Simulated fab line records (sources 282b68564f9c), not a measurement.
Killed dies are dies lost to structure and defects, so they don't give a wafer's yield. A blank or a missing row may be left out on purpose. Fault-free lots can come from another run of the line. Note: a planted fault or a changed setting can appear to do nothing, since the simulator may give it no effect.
Which tool is to blame?	flow rit_cmos	13 lots, 39 wafers sampled, at 3 steps of a route of 202

## WHAT EACH GAUGE READ, for each wafer
RIT_FOX2_THK_MEAS_90.
lot	measured	on	FIELD_OXIDE_LEFT_1_THK (nm)
L450	day 1 20:48	film_metro-02	330 330 329
L451	day 2 01:29	film_metro-01	328 322 323
L452	day 2 06:15	film_metro-03	325 319 327
L453	day 2 10:53	film_metro-02	332 328 332
L454	day 2 16:43	film_metro-02	316 319 312
L456	day 3 01:22	film_metro-03	326 323 323
L457	day 3 06:20	film_metro-02	318 329 325
L459	day 3 17:49	film_metro-01	307 313 316
L460	day 3 21:41	film_metro-02	324 316 320
L467	day 5 08:23	film_metro-02	268 264 265
L471	day 6 04:16	film_metro-02	317 315 319
L472	day 6 09:18	film_metro-02	319 317 317
L473	day 6 14:11	film_metro-01	322 319 320

RIT_FOX2_THK_MEAS_91.
lot	measured	on	FIELD_OXIDE_LEFT_2_THK (nm)
L450	day 2 09:41	film_metro-02	262 261 260
L451	day 2 14:13	film_metro-03	260 254 255
L452	day 2 18:40	film_metro-01	257 251 259
L453	day 2 23:13	film_metro-02	263 259 263
L454	day 3 05:17	film_metro-01	248 252 244
L456	day 3 14:05	film_metro-02	258 255 255
L457	day 3 18:54	film_metro-02	250 262 257
L459	day 4 06:36	film_metro-01	239 244 248
L460	day 4 09:52	film_metro-02	257 249 252
L467	day 5 20:46	film_metro-01	200 195 197
L471	day 6 16:59	film_metro-03	250 248 252
L472	day 6 22:19	film_metro-02	249 248 248
L473	day 7 02:46	film_metro-03	255 252 253

## TOOL THAT RAN EACH LOT (tool first, then ch and the chambers of the sampled wafers, then the start)
lot	RIT_FOX2_CLEAN_02
L450	wet_bench-04 ch 0, day 1 19:55
L451	wet_bench-04 ch 2, day 2 00:36
L452	wet_bench-04 ch 1, day 2 05:17
L453	wet_bench-04 ch 1, day 2 10:04
L454	wet_bench-04 ch 1, day 2 15:50
L456	wet_bench-04 ch 2, day 3 00:28
L457	wet_bench-03 ch 0, day 3 05:32
L459	wet_bench-03 ch 2, day 3 16:56
L460	wet_bench-04 ch 0, day 3 20:47
L467	wet_bench-04 ch 1, day 5 07:34
L471	wet_bench-04 ch 0, day 6 03:22
L472	wet_bench-03 ch 3, day 6 08:29
L473	wet_bench-01 ch 2, day 6 13:22
- RIT_FOX2_CLEAN_02: cleans in dHF, time 180 s.

## AS READ BY THE TOOLS THEMSELVES (means over the sampled wafers that have a number; for cases with no such wafer, the mark the record gives instead)
RIT_FOX2_CLEAN_02.
lot	tool	run_length_s (s)
L450	wet_bench-04	206
L451	wet_bench-04	206
L452	wet_bench-04	208
L453	wet_bench-04	207
L454	wet_bench-04	207
L456	wet_bench-04	206
L457	wet_bench-03	205
L459	wet_bench-03	215
L460	wet_bench-04	206
L467	wet_bench-04	928
L471	wet_bench-04	206
L472	wet_bench-03	205
L473	wet_bench-01	207

## THE ANSWER, worked out from the rows above alone
Rule: usual is defined by the lots themselves. The widest of any qualifying gaps counts: lots, ordered by their means at a reading, are off when they make up no more than a third of the lots, leave a main group of 4 or more, and stand apart from it by 3 or more times the standard deviation of that group's means. A main group is skipped when, at the precision printed for the reading in the tables above, its means are all equal. Also off: a lot with no number at a reading for which 4 or more lots have one. All remaining lots with rows at the step are treated as sound. Order of review: gauges by route order, followed by the tools' own readings, for which a lot's mean as printed above is used. At the first step where some lot is off, the reading lying furthest off is the one used; lots without a number count as furthest.
Off: L467, at RIT_FOX2_THK_MEAS_90 (FIELD_OXIDE_LEFT_1_THK). Mean 322 nm and standard deviation 5.3 in the main group.
A tool fits if, at a process step before that reading, it ran every lot that is off, and no sound lot after the first of them. Not tried: the gauges at RIT_FOX2_THK_MEAS_90; whatever is off there is also off at RIT_FOX2_THK_MEAS_91, on other tools, and gauge error can't account for it. Not one of the candidates tried fits.

## WHAT WAS PUT IN BY THE SIMULATOR
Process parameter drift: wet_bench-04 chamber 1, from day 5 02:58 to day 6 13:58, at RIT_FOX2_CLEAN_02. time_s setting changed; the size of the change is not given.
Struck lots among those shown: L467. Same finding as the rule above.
